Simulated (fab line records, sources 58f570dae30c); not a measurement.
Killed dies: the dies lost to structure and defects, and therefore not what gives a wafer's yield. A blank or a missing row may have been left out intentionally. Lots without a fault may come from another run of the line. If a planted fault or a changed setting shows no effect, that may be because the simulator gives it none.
fab line records / flow berkeley_cmos170
record lots=14 wafers=42 last_day=13
route steps=331 shown PWELL@44
lots with no fault: from the same line, run without faults
start_h: the number of hours between the record's first day and the start of the first shown wafer of the lot / wait_h: hours from the lot's prior step to this one / " unchanged from the row above / L1.1+2: one row covering several wafers at once / - no value, or no start was given / * or withheld: withheld / < > ~ a bound
route shown NAME@n: NAME is a module with steps in the file, n the number in the route of the first one / usual: mean and standard deviation over wafers with no fault / same: alike in all rows / chamber/n: place in a boat / sites: the reading at each site / _std_site: the values' standard deviation / _edge_site: the outer-site mean with the inner-site mean subtracted / radius_mm: for every site, how far away it sits from the centre of the wafer / mask NAME#n: copy n / behind: the tool/chamber that last shaped the wafer / hold: what put the lot on hold/how long, in hours/how the hold closed / device: the transistor (n, p or np) that didn't switch / end of line: tests of these same wafers at the route's end / a step without rows: its recipe alone / killed: the dies lost at the first sort to structure and to defects; this is not the yield of the wafer / map: per-die view of a wafer (x killed, . not killed, _ where there is no die)
set.NAME: the run value of the setting; set.NAME@STEP: its run value at that earlier step / model.NAME: the simulator's own value behind a step, which no gauge read
a sample of lots followed through the steps of the route, with each step as a table and each wafer as a row
services: from which hour (start_h, from the record's first day; less than 0 if before it) a tool's chamber was out of use, for how many hours, and why
## steps
# step UCB170_PWELL_EXPOSE_10
# recipe mask_id=PWELL target_cd_nm=3000 na=0.5 sigma_outer=0.6 source_shape=conventional dose_mj=19
# usual exposure_dose_mJ_cm2=18.999/0.019 focus_offset_nm=0.1/0.5 na=0.5/0
lot.wafer=L549.2 tool=krf_scanner-02 chamber=0 start_h=54.75 wait_h=0.1 mask=PWELL#0 exposure_dose_mJ_cm2=18.967 focus_offset_nm=1.2 na=0.5
lot.wafer=L549.3 tool=krf_scanner-02 chamber=0 start_h=54.75 wait_h=0.1 mask=PWELL#0 exposure_dose_mJ_cm2=19.006 focus_offset_nm=0.5 na=0.5
lot.wafer=L549.5 tool=krf_scanner-02 chamber=0 start_h=54.75 wait_h=0.1 mask=PWELL#0 exposure_dose_mJ_cm2=19.014 focus_offset_nm=0.1 na=0.5
lot.wafer=L550.2 tool=krf_scanner-01 chamber=0 start_h=69.59 wait_h=0.2 mask=PWELL#0 exposure_dose_mJ_cm2=18.984 focus_offset_nm=0.8 na=0.5
lot.wafer=L550.5 tool=krf_scanner-01 chamber=0 start_h=69.59 wait_h=0.2 mask=PWELL#0 exposure_dose_mJ_cm2=18.993 focus_offset_nm=-0.8 na=0.5
lot.wafer=L550.6 tool=krf_scanner-01 chamber=0 start_h=69.59 wait_h=0.2 mask=PWELL#0 exposure_dose_mJ_cm2=19.009 focus_offset_nm=0.1 na=0.5
lot.wafer=L552.1 tool=krf_scanner-02 chamber=0 start_h=83.33 wait_h=- mask=PWELL#0 exposure_dose_mJ_cm2=18.962 focus_offset_nm=-0.8 na=0.5
lot.wafer=L552.2 tool=krf_scanner-02 chamber=0 start_h=83.33 wait_h=- mask=PWELL#0 exposure_dose_mJ_cm2=18.986 focus_offset_nm=-0.6 na=0.5
lot.wafer=L552.6 tool=krf_scanner-02 chamber=0 start_h=83.33 wait_h=- mask=PWELL#0 exposure_dose_mJ_cm2=19.005 focus_offset_nm=0.1 na=0.5
lot.wafer=L554.1 tool=krf_scanner-01 chamber=0 start_h=88.80 wait_h=0.3 mask=PWELL#0 exposure_dose_mJ_cm2=19.017 focus_offset_nm=0.2 na=0.5
lot.wafer=L554.2 tool=krf_scanner-01 chamber=0 start_h=88.80 wait_h=0.3 mask=PWELL#0 exposure_dose_mJ_cm2=19.004 focus_offset_nm=0.3 na=0.5
lot.wafer=L554.5 tool=krf_scanner-01 chamber=0 start_h=88.80 wait_h=0.3 mask=PWELL#0 exposure_dose_mJ_cm2=19.023 focus_offset_nm=-0.4 na=0.5
lot.wafer=L558.2 tool=krf_scanner-01 chamber=0 start_h=109.48 wait_h=- mask=PWELL#0 exposure_dose_mJ_cm2=18.999 focus_offset_nm=0.1 na=0.5
lot.wafer=L558.4 tool=krf_scanner-01 chamber=0 start_h=109.48 wait_h=- mask=PWELL#0 exposure_dose_mJ_cm2=18.995 focus_offset_nm=0.1 na=0.5
lot.wafer=L558.6 tool=krf_scanner-01 chamber=0 start_h=109.48 wait_h=- mask=PWELL#0 exposure_dose_mJ_cm2=19.035 focus_offset_nm=0.1 na=0.5
lot.wafer=L563.1 tool=krf_scanner-02 chamber=- start_h=117.26 wait_h=0.2 mask=PWELL#0 exposure_dose_mJ_cm2=- focus_offset_nm=- na=-
lot.wafer=L563.4 tool=krf_scanner-02 chamber=- start_h=117.26 wait_h=0.2 mask=PWELL#0 exposure_dose_mJ_cm2=- focus_offset_nm=- na=-
lot.wafer=L563.6 tool=krf_scanner-02 chamber=- start_h=117.26 wait_h=0.2 mask=PWELL#0 exposure_dose_mJ_cm2=- focus_offset_nm=- na=-
lot.wafer=L562.2 tool=krf_scanner-01 chamber=- start_h=124.80 wait_h=0.2 mask=PWELL#0 exposure_dose_mJ_cm2=- focus_offset_nm=- na=-
lot.wafer=L562.4 tool=krf_scanner-01 chamber=- start_h=124.80 wait_h=0.2 mask=PWELL#0 exposure_dose_mJ_cm2=- focus_offset_nm=- na=-
lot.wafer=L562.6 tool=krf_scanner-01 chamber=- start_h=124.80 wait_h=0.2 mask=PWELL#0 exposure_dose_mJ_cm2=- focus_offset_nm=- na=-
lot.wafer=L564.1 tool=krf_scanner-01 chamber=0 start_h=129.45 wait_h=0.1 mask=PWELL#0 exposure_dose_mJ_cm2=19.029 focus_offset_nm=0.7 na=0.5
lot.wafer=L564.4 tool=krf_scanner-01 chamber=0 start_h=129.45 wait_h=0.1 mask=PWELL#0 exposure_dose_mJ_cm2=19.008 focus_offset_nm=-0.4 na=0.5
lot.wafer=L564.5 tool=krf_scanner-01 chamber=0 start_h=129.45 wait_h=0.1 mask=PWELL#0 exposure_dose_mJ_cm2=18.988 focus_offset_nm=0.7 na=0.5
lot.wafer=L565.1 tool=krf_scanner-01 chamber=0 start_h=141.18 wait_h=- mask=PWELL#0 exposure_dose_mJ_cm2=19.015 focus_offset_nm=-0.2 na=0.5
lot.wafer=L565.5 tool=krf_scanner-01 chamber=0 start_h=141.18 wait_h=- mask=PWELL#0 exposure_dose_mJ_cm2=19.020 focus_offset_nm=-0.8 na=0.5
lot.wafer=L565.6 tool=krf_scanner-01 chamber=0 start_h=141.18 wait_h=- mask=PWELL#0 exposure_dose_mJ_cm2=18.990 focus_offset_nm=-0.7 na=0.5
lot.wafer=L567.1 tool=krf_scanner-01 chamber=0 start_h=141.41 wait_h=- mask=PWELL#0 exposure_dose_mJ_cm2=18.993 focus_offset_nm=-0.1 na=0.5
lot.wafer=L567.2 tool=krf_scanner-01 chamber=0 start_h=141.41 wait_h=- mask=PWELL#0 exposure_dose_mJ_cm2=18.994 focus_offset_nm=-0.7 na=0.5
lot.wafer=L567.3 tool=krf_scanner-01 chamber=0 start_h=141.41 wait_h=- mask=PWELL#0 exposure_dose_mJ_cm2=18.972 focus_offset_nm=-0.1 na=0.5
lot.wafer=L568.2 tool=krf_scanner-02 chamber=0 start_h=149.03 wait_h=- mask=PWELL#0 exposure_dose_mJ_cm2=19.044 focus_offset_nm=0.2 na=0.5
lot.wafer=L568.3 tool=krf_scanner-02 chamber=0 start_h=149.03 wait_h=- mask=PWELL#0 exposure_dose_mJ_cm2=19.037 focus_offset_nm=0.1 na=0.5
lot.wafer=L568.4 tool=krf_scanner-02 chamber=0 start_h=149.03 wait_h=- mask=PWELL#0 exposure_dose_mJ_cm2=19.040 focus_offset_nm=0.4 na=0.5
lot.wafer=L570.4 tool=krf_scanner-02 chamber=0 start_h=162.76 wait_h=0.1 mask=PWELL#0 exposure_dose_mJ_cm2=19.009 focus_offset_nm=1.0 na=0.5
lot.wafer=L570.5 tool=krf_scanner-02 chamber=0 start_h=162.76 wait_h=0.1 mask=PWELL#0 exposure_dose_mJ_cm2=19.018 focus_offset_nm=0.6 na=0.5
lot.wafer=L570.6 tool=krf_scanner-02 chamber=0 start_h=162.76 wait_h=0.1 mask=PWELL#0 exposure_dose_mJ_cm2=19.010 focus_offset_nm=0.3 na=0.5
lot.wafer=L571.2 tool=krf_scanner-01 chamber=0 start_h=171.10 wait_h=0.2 mask=PWELL#0 exposure_dose_mJ_cm2=19.021 focus_offset_nm=0.1 na=0.5
lot.wafer=L571.3 tool=krf_scanner-01 chamber=0 start_h=171.10 wait_h=0.2 mask=PWELL#0 exposure_dose_mJ_cm2=19.020 focus_offset_nm=0.4 na=0.5
lot.wafer=L571.6 tool=krf_scanner-01 chamber=0 start_h=171.10 wait_h=0.2 mask=PWELL#0 exposure_dose_mJ_cm2=19.040 focus_offset_nm=0.0 na=0.5
lot.wafer=L572.2 tool=krf_scanner-01 chamber=0 start_h=171.33 wait_h=0.2 mask=PWELL#0 exposure_dose_mJ_cm2=19.000 focus_offset_nm=-0.1 na=0.5
lot.wafer=L572.5 tool=krf_scanner-01 chamber=0 start_h=171.33 wait_h=0.2 mask=PWELL#0 exposure_dose_mJ_cm2=18.991 focus_offset_nm=0.4 na=0.5
lot.wafer=L572.6 tool=krf_scanner-01 chamber=0 start_h=171.33 wait_h=0.2 mask=PWELL#0 exposure_dose_mJ_cm2=18.992 focus_offset_nm=-0.3 na=0.5
## services
tool=krf_scanner-02 chamber=- start_h=31.56 hours=1.3 kind=pm
tool=krf_scanner-01 chamber=- start_h=37.34 hours=2.6 kind=repair
tool=krf_scanner-01 chamber=- start_h=45.51 hours=1.3 kind=pm
tool=krf_scanner-01 chamber=- start_h=77.12 hours=- kind=calibration
tool=krf_scanner-02 chamber=0 start_h=97.12 hours=- kind=calibration
tool=krf_scanner-01 chamber=- start_h=99.82 hours=0.8 kind=pm
tool=krf_scanner-01 chamber=0 start_h=108.56 hours=- kind=calibration
tool=krf_scanner-02 chamber=- start_h=157.68 hours=0.8 kind=pm
tool=krf_scanner-02 chamber=- start_h=170.24 hours=4.4 kind=pm
## key
first_sign step=UCB170_PWELL_EXPOSE_10 reading=tool_record direction=missing
effect none on later readings
met_at UCB170_PWELL_EXPOSE_10
struck_lots L562,L563
later_rows_left_out L562.2,L562.4,L562.6,L563.1,L563.4,L563.6
sort_left_out L562.2,L562.4,L562.6,L563.1,L563.4,L563.6
tester_left_out L562,L563
onset_between 109.48 117.26
fault kind=skipped_step_whole tool=krf_scanner-01,krf_scanner-02 chamber=- onset_h=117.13 steps=UCB170_PWELL_EXPOSE_10 scope=struck_lots_only
# tester_left_out: of these lots the tester's yield and bins aren't shown, on N5 and GAA mostly nor the transistor test; their killed dies are dies lost to structure and defects alone, not to doping, threshold or leakage, so they don't give the yield
# sort_left_out: the simulated sort isn't trusted on such a fault, so these wafers' sort isn't shown, and their yield isn't known
# later_rows_left_out: the simulator's readings of these wafers behind a module that went badly wrong aren't trusted and aren't shown, but for the sort
